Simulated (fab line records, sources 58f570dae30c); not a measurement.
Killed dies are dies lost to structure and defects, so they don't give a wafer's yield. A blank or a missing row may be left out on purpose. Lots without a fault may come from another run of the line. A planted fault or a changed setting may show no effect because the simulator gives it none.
Split-lot experiment | flow berkeley_cmos170 | 5 lots, 23 wafers read, on a route of 331 steps

THE SPLIT
At UCB170_PSD_EXPOSE_03 (exposes mask PSELECT MOD, target cd 1200 nm), the setting dose_mj was moved away from the recipe's 30 on 7 of the 23 wafers read, by -3.8% to +6.5%. The other wafers ran this setting at the recipe's value.

FROM THE SPLIT TO THE READING: what the file shows between them, 2 steps
- UCB170_PSD_PEB_04
- UCB170_PSD_DEVELOP_05: develop time 45 s

THE READING
cd_nm, in nm, at UCB170_PSD_CD_MEAS_06 (target cd 1200 nm). Fault-free wafers of this fab line usually give 1199.8 nm, standard deviation 1.2 nm.

wafer  | tool, chamber at the split | dose_mj as run | against the recipe | cd_nm, nm | against lot-mates on the recipe
L074.1 | krf_scanner-02, 0          | 30             | recipe             | 1201.2    | -
L074.2 | krf_scanner-02, 0          | 30             | recipe             | 1201.6    | -
L074.4 | krf_scanner-02, 0          | 30             | recipe             | 1201.5    | -
L074.5 | krf_scanner-02, 0          | 30             | recipe             | 1201.7    | -
L074.6 | krf_scanner-02, 0          | 30             | recipe             | 1200.5    | -
L082.2 | krf_scanner-02, 0          | 30             | recipe             | 1199.6    | -
L082.3 | krf_scanner-02, 0          | 30             | recipe             | 1200.9    | -
L082.4 | krf_scanner-02, 0          | 30             | recipe             | 1199.1    | -
L083.2 | krf_scanner-02, 0          | 31.63          | +5.4%              | 1208.3    | +8.7
L083.3 | krf_scanner-02, 0          | 30             | recipe             | 1199.1    | -
L083.4 | krf_scanner-02, 0          | 31.63          | +5.4%              | 1208.1    | +8.5
L083.5 | krf_scanner-02, 0          | 30             | recipe             | 1200.6    | -
L083.6 | krf_scanner-02, 0          | 30             | recipe             | 1199.2    | -
L084.1 | krf_scanner-02, 0          | 30             | recipe             | 1199.3    | -
L084.2 | krf_scanner-02, 0          | 30             | recipe             | 1200.3    | -
L084.3 | krf_scanner-02, 0          | 31.95          | +6.5%              | 1210.6    | +10.9
L084.4 | krf_scanner-02, 0          | 30             | recipe             | 1199.5    | -
L084.5 | krf_scanner-02, 0          | 31.95          | +6.5%              | 1210.3    | +10.6
L085.1 | krf_scanner-02, 0          | 28.85          | -3.8%              | 1194.6    | -5.9
L085.3 | krf_scanner-02, 0          | 28.85          | -3.8%              | 1193.9    | -6.5
L085.4 | krf_scanner-02, 0          | 28.85          | -3.8%              | 1194.0    | -6.5
L085.5 | krf_scanner-02, 0          | 30             | recipe             | 1201.0    | -
L085.6 | krf_scanner-02, 0          | 30             | recipe             | 1199.9    | -

THE FIT
A straight line over all 23 wafers: cd_nm changes by +1.54 nm for each +1% of dose_mj; r = +0.98; the points scatter about the line by 0.82 nm.
The same after taking each lot's own level away (the mean of its wafers on the recipe; 23 wafers): +1.63 nm for each +1%; r = +0.99; scatter 0.53 nm.
On that fit, the largest move of dose_mj shifts the reading by 11 nm.
The lots' own levels span 1199.63 to 1201.30 nm, that is 1.4 times the standard deviation above.
So the lot-to-lot level changes the slope little: the two slopes agree.
Check: with one of the wafers moved furthest among these (+6.5%) left out of the fit, the line predicts +10.5 nm for it against its lot-mates. It came out at +10.9 nm against them.

THE FILE'S OWN FIT
cd_nm changes by +1.62 nm for each +1% of dose_mj, r = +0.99.
